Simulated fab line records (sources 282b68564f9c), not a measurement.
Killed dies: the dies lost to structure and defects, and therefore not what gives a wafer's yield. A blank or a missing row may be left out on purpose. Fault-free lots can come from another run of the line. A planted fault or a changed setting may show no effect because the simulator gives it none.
fab line records    flow rit_cmos
[record] lots = 15  wafers = 45  last_day = 7
route steps=202 shown PWELL@45 NLDD@106 PLDD@120 M1@202
lots that met no fault: taken from a fault-free run of the same line
start_h: hours from the record's first day to the start of the lot's first wafer shown    wait_h: hours since the lot's step before    " as in the row above    L1.1+2: several wafers, shown together as one row    - either no value or no given start    * or withheld: withheld    < > ~ a bound
route shown NAME@n: names a module that has steps shown in the file, with the first one's number in the route    usual: mean and standard deviation over wafers with no fault    same: alike in all rows    chamber/n: place in a boat    sites: readings site by site    _std_site: their standard deviation    _edge_site: mean of outer sites minus mean of inner sites    radius_mm: for every site, how far away it sits from the centre of the wafer    mask NAME#n: copy n    behind: the most recent tool/chamber to have shaped the wafer    hold: why the lot went on hold/how many hours it stayed there/how the hold came to an end    device: transistor that didn't switch, given as n, p or np    end of line: the tests these same wafers got at the end of their route    a step given without rows: its recipe and nothing more    killed: at the first sort, the dies lost to defects and structure; wafer yield is something else    map: a wafer's dies, marking killed ones x, the rest . and places with no die _
set.NAME: the setting that was run; set.NAME@STEP: the one run at that earlier step    model.NAME: the simulator's own value behind a step, which no gauge read
one table for each step of the route and one row for each wafer, over a sample of lots
services: from which hour (start_h, from the record's first day; less than 0 if before it) a tool's chamber was out of use, for how many hours, and why
[[steps]]
[step RIT_PWELL_OVL_MEAS_06]
[usual] PWELL_OVL = -0.3/1.2
lot.wafer  tool        chamber  start_h  wait_h  PWELL_OVL[nm]
L772.3     overlay-02  -        31.98    -       -2.8
L772.5     "           -        "        "       0.5
L772.6     "           -        "        "       1.9
L773.1     overlay-01  -        39.21    -       0.3
L773.3     "           -        "        "       -1.4
L773.6     "           -        "        "       -1.4
L775.1     overlay-02  -        48.92    -       1.0
L775.5     "           -        "        "       -0.1
L775.6     "           -        "        "       0.1
L777.1     overlay-02  -        55.24    -       0.1
L777.2     "           -        "        "       1.7
L777.6     "           -        "        "       1.4
L776.2     overlay-02  -        55.66    -       0.5
L776.3     "           -        "        "       1.3
L776.5     "           -        "        "       2.1
L780.1     overlay-01  -        68.19    -       0.2
L780.5     "           -        "        "       -0.1
L780.6     "           -        "        "       -1.4
L781.3     overlay-02  -        70.56    -       -0.7
L781.4     "           -        "        "       -1.7
L781.5     "           -        "        "       -1.9
L782.2     overlay-01  -        73.14    -       0.7
L782.3     "           -        "        "       -1.3
L782.5     "           -        "        "       -0.9
L783.3     overlay-02  -        82.69    -       -0.1
L783.4     "           -        "        "       -0.7
L783.6     "           -        "        "       -0.5
L784.2     overlay-02  -        85.52    -       -0.4
L784.5     "           -        "        "       -1.6
L784.6     "           -        "        "       -0.3
L786.3     overlay-01  -        94.78    -       -2.6
L786.4     "           -        "        "       0.4
L786.6     "           -        "        "       -0.1
L789.1     overlay-01  -        108.40   -       -0.1
L789.3     "           -        "        "       -0.2
L789.4     "           -        "        "       -1.5
L793.1     overlay-01  -        134.71   -       1.7
L793.4     "           -        "        "       0.5
L793.6     "           -        "        "       1.1
L794.1     overlay-01  -        136.08   -       -1.7
L794.2     "           -        "        "       -1.6
L794.6     "           -        "        "       -1.4
L795.2     overlay-01  -        139.92   -       1.7
L795.4     "           -        "        "       0.1
L795.5     "           -        "        "       -0.1
[step RIT_NLDD_EXPOSE_03]
[recipe] mask_id = M7  na = 0.57  target_cd_nm = 40700  dose_mj = 250
[usual] focus_offset_nm = 0.0/0.61
lot.wafer  tool              chamber  start_h  wait_h  mask  focus_offset_nm
L772.3     iline_stepper-02  0        61.39    0.2     M7#0  0.0
L772.5     "                 0        "        "       M7#0  0.0
L772.6     "                 0        "        "       M7#0  0.1
L773.1     iline_stepper-01  0        68.00    0.2     M7#0  0.7
L773.3     "                 0        "        "       M7#0  0.6
L773.6     "                 0        "        "       M7#0  -0.1
L775.1     iline_stepper-02  0        73.11    0.1     M7#0  -0.9
L775.5     "                 0        "        "       M7#0  -1.2
L775.6     "                 0        "        "       M7#0  -0.5
L777.1     iline_stepper-01  0        77.78    0.2     M7#0  -0.6
L777.2     "                 0        "        "       M7#0  -0.2
L777.6     "                 0        "        "       M7#0  -0.2
L776.2     iline_stepper-02  0        78.04    0.5     M7#0  1.7
L776.3     "                 0        "        "       M7#0  0.4
L776.5     "                 0        "        "       M7#0  -0.4
L780.1     iline_stepper-02  0        88.90    0.1     M7#0  0.3
L780.5     "                 0        "        "       M7#0  0.3
L780.6     "                 0        "        "       M7#0  0.4
L781.3     iline_stepper-01  0        92.29    0.2     M7#0  0.8
L781.4     "                 0        "        "       M7#0  0.2
L781.5     "                 0        "        "       M7#0  -0.2
L782.2     iline_stepper-02  0        98.12    0.2     M7#0  0.8
L782.3     "                 0        "        "       M7#0  0.1
L782.5     "                 0        "        "       M7#0  0.2
L783.3     iline_stepper-01  0        102.38   0.2     M7#0  0.1
L783.4     "                 0        "        "       M7#0  0.0
L783.6     "                 0        "        "       M7#0  -0.5
L784.2     iline_stepper-01  0        107.18   0.1     M7#0  -0.3
L784.5     "                 0        "        "       M7#0  -0.3
L784.6     "                 0        "        "       M7#0  0.3
L786.3     iline_stepper-02  0        118.38   0.2     M7#0  -0.6
L786.4     "                 0        "        "       M7#0  -0.5
L786.6     "                 0        "        "       M7#0  0.0
L789.1     iline_stepper-02  0        134.46   0.1     M7#0  0.4
L789.3     "                 0        "        "       M7#0  0.3
L789.4     "                 0        "        "       M7#0  -0.1
L793.1     iline_stepper-02  0        156.44   0.1     M7#0  0.2
L793.4     "                 0        "        "       M7#0  0.0
L793.6     "                 0        "        "       M7#0  1.1
L794.1     iline_stepper-02  0        157.79   0.1     M7#0  -1.0
L794.2     "                 0        "        "       M7#0  -0.5
L794.6     "                 0        "        "       M7#0  0.0
L795.2     iline_stepper-02  0        161.19   0.1     M7#0  0.4
L795.4     "                 0        "        "       M7#0  0.3
L795.5     "                 0        "        "       M7#0  0.0
[step RIT_NLDD_OVL_MEAS_06]
[usual] NLDD_OVL = -0.2/1.2
lot.wafer  tool        chamber  start_h  wait_h  NLDD_OVL[nm]
L772.3     overlay-02  -        61.77    -       0.3
L772.5     "           -        "        "       -0.1
L772.6     "           -        "        "       -1.2
L773.1     overlay-01  -        68.47    -       -0.3
L773.3     "           -        "        "       -0.1
L773.6     "           -        "        "       -0.7
L775.1     overlay-02  -        73.50    -       -0.7
L775.5     "           -        "        "       0.4
L775.6     "           -        "        "       0.3
L777.1     overlay-02  -        78.18    -       1.7
L777.2     "           -        "        "       -1.5
L777.6     "           -        "        "       1.2
L776.2     overlay-01  -        78.47    -       -0.5
L776.3     "           -        "        "       0.0
L776.5     "           -        "        "       -0.4
L780.1     overlay-02  -        89.30    -       1.0
L780.5     "           -        "        "       0.0
L780.6     "           -        "        "       -0.9
L781.3     overlay-01  -        92.66    -       -299.3
L781.4     "           -        "        "       -298.4
L781.5     "           -        "        "       -300.3
L782.2     overlay-02  -        98.52    -       0.5
L782.3     "           -        "        "       2.0
L782.5     "           -        "        "       1.5
L783.3     overlay-01  -        102.75   -       -302.3
L783.4     "           -        "        "       -300.9
L783.6     "           -        "        "       -300.2
L784.2     overlay-01  -        107.56   -       -302.6
L784.5     "           -        "        "       -300.3
L784.6     "           -        "        "       -300.4
L786.3     overlay-02  -        118.75   -       1.4
L786.4     "           -        "        "       0.5
L786.6     "           -        "        "       -0.4
L789.1     overlay-02  -        134.86   -       -0.8
L789.3     "           -        "        "       0.2
L789.4     "           -        "        "       1.2
L793.1     overlay-01  -        156.84   -       1.7
L793.4     "           -        "        "       0.1
L793.6     "           -        "        "       -0.5
L794.1     overlay-02  -        158.19   -       -0.4
L794.2     "           -        "        "       0.4
L794.6     "           -        "        "       0.4
L795.2     overlay-02  -        161.58   -       -0.4
L795.4     "           -        "        "       0.9
L795.5     "           -        "        "       -0.1
[step RIT_PLDD_OVL_MEAS_06]
[usual] PLDD_OVL = 0.0/1.4
lot.wafer  tool        chamber  start_h  wait_h  PLDD_OVL[nm]
L772.3     overlay-02  -        63.19    -       -1.9
L772.5     "           -        "        "       1.5
L772.6     "           -        "        "       -1.2
L773.1     overlay-02  -        70.27    -       2.4
L773.3     "           -        "        "       0.1
L773.6     "           -        "        "       1.6
L775.1     overlay-01  -        74.99    -       -1.5
L775.5     "           -        "        "       -0.9
L775.6     "           -        "        "       -1.2
L777.1     overlay-02  -        79.91    -       -0.9
L777.2     "           -        "        "       1.5
L777.6     "           -        "        "       -0.7
L776.2     overlay-01  -        80.23    -       -0.2
L776.3     "           -        "        "       -0.6
L776.5     "           -        "        "       -1.1
L780.1     overlay-02  -        90.77    -       0.4
L780.5     "           -        "        "       1.9
L780.6     "           -        "        "       -0.1
L781.3     overlay-01  -        94.16    -       0.5
L781.4     "           -        "        "       1.5
L781.5     "           -        "        "       3.2
L782.2     overlay-01  -        100.10   -       -0.5
L782.3     "           -        "        "       0.4
L782.5     "           -        "        "       1.0
L783.3     overlay-02  -        104.63   -       0.6
L783.4     "           -        "        "       1.4
L783.6     "           -        "        "       1.4
L784.2     overlay-01  -        108.98   -       -0.2
L784.5     "           -        "        "       0.7
L784.6     "           -        "        "       0.5
L786.3     overlay-02  -        120.17   -       -0.3
L786.4     "           -        "        "       -2.5
L786.6     "           -        "        "       -2.3
L789.1     overlay-02  -        136.28   -       0.6
L789.3     "           -        "        "       -0.5
L789.4     "           -        "        "       2.7
L793.1     overlay-01  -        158.27   -       -0.6
L793.4     "           -        "        "       -0.5
L793.6     "           -        "        "       1.1
L794.1     overlay-02  -        159.61   -       0.3
L794.2     "           -        "        "       -0.9
L794.6     "           -        "        "       -1.1
L795.2     overlay-01  -        163.00   -       0.1
L795.4     "           -        "        "       3.0
L795.5     "           -        "        "       0.9
[step RIT_PLDD_STRIP_09]
[recipe] chemistry = O2  time_s = 180  resist = NOVOLAK  platen_temp_c = withheld  power_w = 500  pressure_mtorr = 4000  o2_flow_sccm = 4000
[usual] drypump_motor_current_A = 6.0/0.47
lot.wafer  tool             chamber  start_h  wait_h  drypump_motor_current_A  rf_hours_counter_h
L772.3     plasma_asher-01  0        63.57    0.1     5.9                      -
L772.5     "                1        "        "       5.8                      -
L772.6     "                0        "        "       5.9                      -
L773.1     plasma_asher-01  0        70.72    0.1     5.9                      41
L773.3     "                0        "        "       5.9                      -
L773.6     "                0        "        "       5.9                      -
L775.1     plasma_asher-02  0        75.32    0.1     5.8                      44
L775.5     "                1        "        "       5.4                      -
L775.6     "                0        "        "       5.8                      -
L777.1     plasma_asher-02  0        80.53    0.1     5.8                      45
L777.2     "                1        "        "       5.4                      45
L777.6     "                1        "        "       5.4                      -
L776.2     plasma_asher-04  0        80.68    0.1     6.4                      29
L776.3     "                1        "        "       6.7                      -
L776.5     "                1        "        "       6.7                      -
L780.1     plasma_asher-04  0        91.11    0.1     6.4                      31
L780.5     "                1        "        "       6.7                      -
L780.6     "                0        "        "       6.3                      -
L781.3     plasma_asher-04  1        94.54    0.1     6.7                      -
L781.4     "                0        "        "       6.4                      -
L781.5     "                0        "        "       6.4                      -
L782.2     plasma_asher-02  1        100.43   0.1     5.4                      48
L782.3     "                0        "        "       5.8                      -
L782.5     "                0        "        "       5.7                      -
L783.3     plasma_asher-02  0        105.02   0.1     5.8                      -
L783.4     "                1        "        "       5.3                      -
L783.6     "                0        "        "       5.8                      -
L784.2     plasma_asher-02  0        109.31   0.1     5.8                      49
L784.5     "                0        "        "       5.8                      -
L784.6     "                1        "        "       5.4                      -
L786.3     plasma_asher-04  1        120.67   0.1     6.7                      -
L786.4     "                0        "        "       6.3                      -
L786.6     "                1        "        "       6.7                      -
L789.1     plasma_asher-04  0        136.62   0.1     6.4                      37
L789.3     "                0        "        "       6.4                      -
L789.4     "                1        "        "       6.7                      -
L793.1     plasma_asher-04  0        158.61   0.1     6.3                      40
L793.4     "                0        "        "       6.3                      -
L793.6     "                0        "        "       6.3                      -
L794.1     plasma_asher-02  0        159.94   0.1     5.8                      55
L794.2     "                1        "        "       5.4                      55
L794.6     "                0        "        "       5.8                      -
L795.2     plasma_asher-04  0        163.33   0.1     6.3                      40
L795.4     "                0        "        "       6.4                      -
L795.5     "                0        "        "       6.4                      -
[step RIT_M1_PROBE_99]
[usual] killed_at_M0_to_M3 = 0.0/0.14  killed_at_contacts = 0.0/0.2  killed_at_front_end = 7.3/2.8  killed_dies = 7.3/2.8  killed_open = 3.8/1.9  killed_short = 3.5/1.8
[same] gross_dies = 264  killed_at_M4_up = 0  killed_at_back_side = 0  killed_at_other = 0
lot.wafer  tool       chamber  start_h  wait_h  killed_at_M0_to_M3  killed_at_contacts  killed_at_front_end  killed_dies  killed_open  killed_short
L772.3     prober-01  -        77.67    0.2     0                   0                   7                    7            2            5
L772.5     prober-01  -        77.77    0.2     0                   0                   6                    6            5            1
L772.6     prober-01  -        77.82    0.2     0                   0                   3                    3            3            0
L773.1     prober-02  -        84.26    0.1     0                   0                   8                    8            3            5
L773.3     prober-02  -        84.36    0.2     0                   0                   6                    6            4            2
L773.6     prober-02  -        84.51    0.2     0                   0                   13                   13           5            8
L775.1     prober-02  -        91.20    0.1     0                   0                   7                    7            2            5
L775.5     prober-02  -        91.40    0.2     0                   0                   3                    3            2            1
L775.6     prober-02  -        91.45    0.2     0                   0                   5                    5            3            2
L777.1     prober-01  -        94.25    0.1     1                   0                   6                    7            3            4
L777.2     prober-01  -        94.30    0.1     0                   0                   6                    6            2            4
L777.6     prober-01  -        94.50    0.2     0                   0                   6                    6            3            3
L776.2     prober-02  -        96.23    0.1     0                   0                   9                    9            5            4
L776.3     prober-02  -        96.28    0.2     0                   0                   6                    6            4            1
L776.5     prober-02  -        96.38    0.2     0                   0                   8                    8            6            2
L780.1     prober-01  -        105.90   0.1     0                   0                   8                    8            6            2
L780.5     prober-01  -        106.10   0.2     0                   0                   5                    5            4            1
L780.6     prober-01  -        106.15   0.2     0                   0                   6                    6            1            5
L781.3     prober-02  -        108.68   0.2     0                   1                   6                    7            3            3
L781.4     prober-02  -        108.73   0.2     0                   0                   8                    8            6            2
L781.5     prober-02  -        108.78   0.2     0                   0                   3                    3            3            0
L782.2     prober-01  -        114.31   0.1     0                   0                   7                    7            3            4
L782.3     prober-01  -        114.36   0.2     0                   0                   11                   11           4            7
L782.5     prober-01  -        114.46   0.2     0                   0                   5                    5            1            4
L783.3     prober-02  -        118.92   0.2     0                   0                   8                    8            4            4
L783.4     prober-02  -        118.97   0.2     0                   0                   6                    6            3            3
L783.6     prober-02  -        119.07   0.2     0                   0                   13                   13           9            4
L784.2     prober-01  -        123.40   0.1     0                   0                   10                   10           6            4
L784.5     prober-01  -        123.55   0.2     0                   0                   2                    2            0            2
L784.6     prober-01  -        123.60   0.2     0                   0                   7                    7            2            5
L786.3     prober-01  -        135.61   0.2     0                   0                   5                    5            3            2
L786.4     prober-01  -        135.66   0.2     0                   0                   7                    7            3            4
L786.6     prober-01  -        135.76   0.2     0                   0                   8                    8            3            5
L789.1     prober-02  -        150.95   0.1     0                   0                   10                   10           8            2
L789.3     prober-02  -        151.05   0.2     0                   0                   17                   17           9            8
L789.4     prober-02  -        151.10   0.2     0                   0                   9                    9            7            2
L793.1     prober-02  -        172.35   0.1     0                   0                   10                   10           6            4
L793.4     prober-02  -        172.50   0.2     0                   0                   8                    8            7            1
L793.6     prober-02  -        172.60   0.2     0                   0                   3                    3            2            1
L794.1     prober-01  -        173.85   0.1     0                   0                   8                    8            5            3
L794.2     prober-01  -        173.90   0.1     0                   0                   13                   13           6            7
L794.6     prober-01  -        174.10   0.2     0                   0                   16                   16           8            8
L795.2     prober-02  -        176.69   0.1     0                   0                   3                    3            3            0
L795.4     prober-02  -        176.79   0.2     0                   0                   4                    4            2            2
L795.5     prober-02  -        176.84   0.2     0                   0                   6                    6            1            5
// killed by level:class
L772.3 GATE:geometric_particle:open=2 REOX:geometric_particle:short=2 SPACER:geometric_particle:short=2 FOX1:geometric_particle:short=1
L772.5 REOX:geometric_particle:open=3 FOX2:geometric_particle:open=1 REOX:geometric_particle:short=1 SPACER:geometric_particle:open=1
L772.6 REOX:geometric_particle:open=1 SPACER:geometric_particle:open=1 SILICIDE:geometric_particle:open=1
L773.1 FOX2:geometric_particle:short=2 FOX1:geometric_particle:short=1 FOX2:geometric_particle:open=1 GATE:geometric_particle:short=1 GATE:geometric_particle:open=1 REOX:geometric_particle:short=1 SILICIDE:geometric_particle:open=1
L773.3 SPACER:geometric_particle:open=2 FOX1:geometric_particle:short=1 GATE:geometric_particle:open=1 REOX:geometric_particle:open=1 SPACER:geometric_particle:short=1
L773.6 GATE:geometric_particle:short=4 GATE:geometric_particle:open=3 REOX:geometric_particle:short=2 FOX1:geometric_particle:short=1 FOX2:geometric_particle:open=1 SPACER:geometric_particle:open=1 SILICIDE:geometric_particle:short=1
L775.1 GATE:geometric_particle:open=2 FOX1:geometric_particle:short=1 FOX2:geometric_particle:short=1 GATE:geometric_particle:short=1 REOX:geometric_particle:short=1 SPACER:geometric_particle:short=1
L775.5 GATE:geometric_particle:open=1 FOX2:geometric_particle:open=1 GATE:geometric_particle:short=1
L775.6 GATE:geometric_particle:short=2 FOX1:geometric_particle:open=1 GATE:geometric_particle:open=1 REOX:geometric_particle:open=1
L777.1 FOX1:geometric_particle:open=1 FOX1:geometric_particle:short=1 FOX2:geometric_particle:short=1 GATE:geometric_particle:open=1 GATE:geometric_particle:short=1 SPACER:geometric_particle:open=1 M1:geometric_particle:short=1
L777.2 FOX1:geometric_particle:short=3 FOX1:geometric_particle:open=1 GATE:geometric_particle:open=1 GATE:geometric_particle:short=1
L777.6 FOX1:geometric_particle:open=2 SILICIDE:geometric_particle:short=2 FOX2:geometric_particle:short=1 FOX2:geometric_particle:open=1
L776.2 GATE:geometric_particle:short=2 SPACER:geometric_particle:open=2 SILICIDE:geometric_particle:open=2 FOX1:geometric_particle:open=1 FOX1:geometric_particle:short=1 SILICIDE:geometric_particle:short=1
L776.3 SPACER:geometric_particle:open=2 FOX1:geometric_particle:short=1 GATE:geometric_particle:open=1 REOX:geometric_particle:open=1 NLDD:coat_microbubble_printed=1
L776.5 FOX2:geometric_particle:open=2 GATE:geometric_particle:open=2 GATE:geometric_particle:short=1 REOX:geometric_particle:open=1 SPACER:geometric_particle:short=1 SILICIDE:geometric_particle:open=1
L780.1 FOX2:geometric_particle:open=2 GATE:geometric_particle:open=2 FOX1:geometric_particle:open=1 FOX2:geometric_particle:short=1 GATE:geometric_particle:short=1 SILICIDE:geometric_particle:open=1
L780.5 GATE:geometric_particle:open=2 FOX2:geometric_particle:open=1 GATE:geometric_particle:short=1 SPACER:geometric_particle:open=1
L780.6 SILICIDE:geometric_particle:short=4 GATE:geometric_particle:open=1 GATE:geometric_particle:short=1
L781.3 GATE:geometric_particle:short=2 FOX2:geometric_particle:short=1 GATE:geometric_particle:open=1 REOX:geometric_particle:open=1 SILICIDE:geometric_particle:open=1 CONTACT:coat_microbubble_printed=1
L781.4 SPACER:geometric_particle:open=3 SILICIDE:geometric_particle:open=2 GATE:geometric_particle:open=1 REOX:geometric_particle:short=1 SILICIDE:geometric_particle:short=1
L781.5 GATE:geometric_particle:open=1 REOX:geometric_particle:open=1 SPACER:geometric_particle:open=1
L782.2 GATE:geometric_particle:open=2 GATE:geometric_particle:short=2 REOX:geometric_particle:open=1 REOX:geometric_particle:short=1 SILICIDE:geometric_particle:short=1
L782.3 GATE:geometric_particle:open=3 GATE:geometric_particle:short=2 REOX:geometric_particle:short=2 SILICIDE:geometric_particle:short=2 FOX1:geometric_particle:short=1 SILICIDE:geometric_particle:open=1
L782.5 FOX2:geometric_particle:short=1 GATE:geometric_particle:short=1 REOX:geometric_particle:short=1 SILICIDE:geometric_particle:open=1 SILICIDE:geometric_particle:short=1
L783.3 GATE:geometric_particle:short=2 FOX1:geometric_particle:short=1 GATE:geometric_particle:open=1 REOX:geometric_particle:open=1 SPACER:geometric_particle:open=1 SILICIDE:geometric_particle:open=1 SILICIDE:geometric_particle:short=1
L783.4 GATE:geometric_particle:short=3 FOX1:geometric_particle:open=1 GATE:geometric_particle:open=1 SILICIDE:geometric_particle:open=1
L783.6 FOX2:geometric_particle:open=2 GATE:geometric_particle:open=2 REOX:geometric_particle:open=2 SPACER:geometric_particle:open=2 ACTIVE:geometric_particle:open=1 FOX1:geometric_particle:short=1 GATE:geometric_particle:short=1 REOX:geometric_particle:short=1
L784.2 GATE:geometric_particle:short=3 GATE:geometric_particle:open=3 SPACER:geometric_particle:open=2 FOX2:geometric_particle:short=1 SILICIDE:geometric_particle:open=1
L784.5 GATE:geometric_particle:short=1 REOX:geometric_particle:short=1
L784.6 GATE:geometric_particle:short=3 FOX1:geometric_particle:short=1 FOX2:geometric_particle:short=1 GATE:geometric_particle:open=1 REOX:geometric_particle:open=1
L786.3 FOX1:geometric_particle:open=2 FOX2:geometric_particle:open=1 REOX:geometric_particle:short=1 STARTING-WAFER:geometric_particle:short=1
L786.4 GATE:geometric_particle:short=2 GATE:geometric_particle:open=2 FOX2:geometric_particle:short=1 REOX:geometric_particle:short=1 SPACER:geometric_particle:open=1
L786.6 GATE:geometric_particle:short=3 FOX1:geometric_particle:short=1 GATE:geometric_particle:open=1 REOX:geometric_particle:short=1 SPACER:geometric_particle:open=1 SILICIDE:geometric_particle:open=1
L789.1 REOX:geometric_particle:open=5 GATE:geometric_particle:open=2 FOX1:geometric_particle:open=1 REOX:geometric_particle:short=1 SPACER:geometric_particle:short=1
L789.3 REOX:geometric_particle:short=5 REOX:geometric_particle:open=3 SPACER:geometric_particle:open=3 GATE:geometric_particle:open=2 FOX1:geometric_particle:open=1 FOX1:geometric_particle:short=1 GATE:geometric_particle:short=1 SILICIDE:geometric_particle:short=1
L789.4 REOX:geometric_particle:open=3 REOX:geometric_particle:short=2 FOX1:geometric_particle:open=1 GATE:geometric_particle:open=1 SPACER:geometric_particle:open=1 SILICIDE:geometric_particle:open=1
L793.1 GATE:geometric_particle:open=4 FOX1:geometric_particle:open=1 FOX2:geometric_particle:short=1 FOX2:geometric_particle:open=1 REOX:geometric_particle:short=1 SPACER:geometric_particle:short=1 SILICIDE:geometric_particle:short=1
L793.4 GATE:geometric_particle:open=5 ACTIVE:geometric_particle:open=1 FOX1:geometric_particle:open=1 GATE:geometric_particle:short=1
L793.6 GATE:geometric_particle:open=1 REOX:geometric_particle:short=1 SILICIDE:geometric_particle:open=1
L794.1 GATE:geometric_particle:open=2 REOX:geometric_particle:open=2 FOX1:geometric_particle:short=1 FOX2:geometric_particle:open=1 FOX2:geometric_particle:short=1 SILICIDE:geometric_particle:short=1
L794.2 GATE:geometric_particle:short=4 FOX1:geometric_particle:short=2 FOX2:geometric_particle:open=2 GATE:geometric_particle:open=2 REOX:geometric_particle:short=1 SPACER:geometric_particle:open=1 SILICIDE:geometric_particle:open=1
L794.6 GATE:geometric_particle:short=4 SPACER:geometric_particle:short=3 FOX1:geometric_particle:open=2 GATE:geometric_particle:open=2 FOX1:geometric_particle:short=1 FOX2:geometric_particle:open=1 REOX:geometric_particle:open=1 SPACER:geometric_particle:open=1
L795.2 GATE:geometric_particle:open=2 SILICIDE:geometric_particle:open=1
L795.4 FOX1:geometric_particle:short=1 FOX2:geometric_particle:open=1 GATE:geometric_particle:open=1 GATE:geometric_particle:short=1
L795.5 GATE:geometric_particle:short=3 FOX1:geometric_particle:short=1 GATE:geometric_particle:open=1 SPACER:geometric_particle:short=1
[[services]]
tool              chamber  start_h  hours  kind
iline_stepper-01  0        48.95    -      calibration
plasma_asher-01   -        83.33    28.1   pm
iline_stepper-02  0        111.26   -      calibration
plasma_asher-01   -        111.44   9.0    pm
plasma_asher-01   0        111.44   9.0    vent_cycle
plasma_asher-01   1        111.44   9.0    vent_cycle
plasma_asher-01   -        113.25   4.2    repair
iline_stepper-01  -        115.01   3.7    repair
plasma_asher-01   0        120.44   -      clean
plasma_asher-01   1        120.44   -      clean
plasma_asher-01   -        159.39   3.5    repair
[[key]]
[first_sign] step = RIT_NLDD_OVL_MEAS_06  reading = NLDD_OVL  direction = down  sigmas = 99+  usual = -0.2  struck = -300.5
effect none on later readings
met_at RIT_NLDD_EXPOSE_03
struck_lots L781,L783,L784
tester_left_out L781,L783,L784
not_acting_at RIT_PWELL_OVL_MEAS_06,RIT_PLDD_OVL_MEAS_06,RIT_PLDD_STRIP_09
onset_between 77.78 92.29
[fault] kind = scanner_matching_overlay  tool = iline_stepper-01  chamber = -  onset_h = 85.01  steps = RIT_NLDD_EXPOSE_03  offset = -300
// tester_left_out: of these lots the tester's yield and bins aren't shown, on N5 and GAA mostly nor the transistor test; their killed dies are dies lost to structure and defects alone, not to doping, threshold or leakage, so they don't give the yield
